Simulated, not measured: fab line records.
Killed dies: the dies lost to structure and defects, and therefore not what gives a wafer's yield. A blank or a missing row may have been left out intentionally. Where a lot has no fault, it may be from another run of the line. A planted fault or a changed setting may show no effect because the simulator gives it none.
Matching of chambers | flow berkeley_cmos170 | UCB170_GATE_ETCH_15 on rie_si-02 has 4 sister chambers
The step etches poly-Si in HBr/Cl2, stops on SiO2, time 56.3 s, target depth 278.2 nm. 4 wafers are shown with their chamber, then 7 later ones without.

== WAFERS WITH THEIR CHAMBER ==
wafer  | chamber | throttle_valve_pct (%)
L799.1 | 3       | 26.74
L799.5 | 0       | 26.20
L803.2 | 1       | 26.85
L803.3 | 2       | 26.22

== WAFERS WITHOUT THEIR CHAMBER ==
wafer  | throttle_valve_pct (%)
L803.6 | 26.85
L805.1 | 26.85
L805.2 | 26.22
L805.5 | 26.23
L806.1 | 26.84
L806.3 | 26.21
L806.5 | 26.22

== CHAMBER TAKEN BY EACH ==
wafer  | from the rows above     | in truth
L803.6 | 1                       | 1
L805.1 | 1                       | 1
L805.2 | 2                       | 2
L805.5 | 2                       | 2
L806.1 | 1                       | 1
L806.3 | can't be placed: 2 or 0 | 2
L806.5 | 2                       | 2
Placed correctly: 6 of 7. Can't be placed from these rows: 1 (the true chamber is among the candidates in 1). Wrongly placed: 0.
How it was worked out, from the rows above alone: a wafer's distance from a chamber is the root of the sum, over the readings, of the square of ((its reading less the chamber's mean) divided by the reading's scatter). The wafer belongs to the nearest chamber; if the next one is less than 2 further off, it can't be placed. For every chamber, the mean is computed from those of its wafers that are shown. The scatter: with one shown wafer a chamber, the root of the mean of the squares of how far each hidden wafer lies from its nearest shown one.
